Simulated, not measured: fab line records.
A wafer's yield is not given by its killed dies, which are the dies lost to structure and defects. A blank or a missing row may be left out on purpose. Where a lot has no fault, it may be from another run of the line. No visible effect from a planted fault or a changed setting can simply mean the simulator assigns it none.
Split-lot trial | flow berkeleyCmos170 | 23 wafers read from 5 lots, route of 331 steps

## THE SPLIT
At UCB170_PVT_COAT_01 (resist thk 900 nm), the setting resistThkNm was moved away from the recipe's 900 nm on 10 of the 23 wafers read, by -5.9% to +3.5%. For the rest of the wafers, this setting stayed at what the recipe calls for.

Reading taken at the split's own step.

## THE READING
KrF_of_PVT_COAT_01.thkNm (the simulator's own value, which no gauge read), in nm, at UCB170_PVT_COAT_01 (resist thk 900 nm). No usual value for it is given in the file. The 13 wafers here that ran the recipe average 899.1 nm, standard deviation 2.6 nm.

wafer  | tool, chamber at the split | resistThkNm as run, nm | against the recipe | KrF_of_PVT_COAT_01.thkNm, nm | against lot-mates on the recipe
L075.1 | lithoTrack-02, 0           | 854.6                  | -5.0%              | 848.9                        | -45.8
L075.3 | lithoTrack-02, 0           | 854.6                  | -5.0%              | 849.7                        | -44.9
L075.4 | lithoTrack-02, 0           | 854.6                  | -5.0%              | 849                          | -45.6
L075.5 | lithoTrack-02, 0           | 900                    | recipe             | 895                          | -
L075.6 | lithoTrack-02, 0           | 900                    | recipe             | 894.3                        | -
L076.2 | lithoTrack-04, 0           | 857                    | -4.8%              | 858.9                        | -41.8
L076.3 | lithoTrack-04, 0           | 857                    | -4.8%              | 860.1                        | -40.5
L076.4 | lithoTrack-04, 0           | 900                    | recipe             | 901.4                        | -
L076.5 | lithoTrack-04, 0           | 857                    | -4.8%              | 858.3                        | -42.4
L076.6 | lithoTrack-04, 0           | 900                    | recipe             | 899.9                        | -
L082.2 | lithoTrack-02, 0           | 900                    | recipe             | 902.6                        | -
L082.4 | lithoTrack-02, 0           | 900                    | recipe             | 900.8                        | -
L082.5 | lithoTrack-02, 0           | 900                    | recipe             | 902.9                        | -
L084.2 | lithoTrack-04, 0           | 847.3                  | -5.9%              | 848.8                        | -49.1
L084.3 | lithoTrack-04, 0           | 900                    | recipe             | 897.8                        | -
L084.4 | lithoTrack-04, 0           | 900                    | recipe             | 898.9                        | -
L084.5 | lithoTrack-04, 0           | 847.3                  | -5.9%              | 847.6                        | -50.3
L084.6 | lithoTrack-04, 0           | 900                    | recipe             | 897                          | -
L083.1 | lithoTrack-03, 0           | 900                    | recipe             | 897.8                        | -
L083.2 | lithoTrack-03, 0           | 900                    | recipe             | 898.9                        | -
L083.3 | lithoTrack-03, 0           | 931.3                  | +3.5%              | 928.2                        | +29.0
L083.4 | lithoTrack-03, 0           | 931.3                  | +3.5%              | 929.3                        | +30.1
L083.6 | lithoTrack-03, 0           | 900                    | recipe             | 901                          | -

THE FIT
A straight line over all 23 wafers: KrF_of_PVT_COAT_01.thkNm changes by +8.93 nm for each +1% of resistThkNm; r = +0.99; the points scatter about the line by 3 nm.
The same after taking each lot's own level away (the mean of its wafers on the recipe; 23 wafers): +8.69 nm for each +1%; r = +1.00; scatter 1.1 nm.
That fit puts the effect of the largest move of resistThkNm on the reading at 51 nm.
From 894.65 to 902.10 nm: that is the span of the lots' own levels, equal to 2.9 times the standard deviation above.
The two slopes are in agreement: the lot-to-lot level therefore moves the slope only a little.
Check: for one of the wafers moved furthest among these (-5.9%), held out of the fit, the line's prediction against its lot-mates is -51.4 nm. Against them it came out at -49.1 nm.

## ADDITIONAL SPLITS CARRIED BY THESE WAFERS
Other splits were also applied to these wafers ahead of the reading. Each is held against what the fit with the lots' levels taken away leaves over:
other split on the same wafers     | wafers away from the commonest value | r with KrF_of_PVT_COAT_01.thkNm (lot level and that fit taken away)
UCB170_NWELL_OXIDATION_01 tempC    | 18                                   | +0.31
UCB170_PWELL_PEB_11 pebTempC       | 8                                    | +0.20
UCB170_PWELL_ETCH_14 rfW           | 10                                   | -0.32
UCB170_ACTIVE_COAT_08 resistThkNm  | 7                                    | +0.14
UCB170_ACTIVE_EXPOSE_10 doseMj     | 2                                    | +0.18
UCB170_NVT_COAT_01 resistThkNm     | 10                                   | +0.33
UCB170_NVT_DEVELOP_05 developTimeS | 7                                    | -0.23

## THE WHOLE CHAIN: every reading that the file lists as answering this split, in the file's order
step                | what it does      | reading                                                                   | change (the file's fit)              | r (the file's)
UCB170_PVT_COAT_01  | resist thk 900 nm | KrF_of_PVT_COAT_01.thkNm (the simulator's own value, which no gauge read) | +8.68 nm for each +1% of the setting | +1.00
UCB170_PVT_STRIP_08 | strips in O2      | stripTimeToEndpointS                                                      | withheld for each +1% of the setting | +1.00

## THE FILE'S OWN FIT
KrF_of_PVT_COAT_01.thkNm changes by +8.68 nm for each +1% of resistThkNm, r = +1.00.
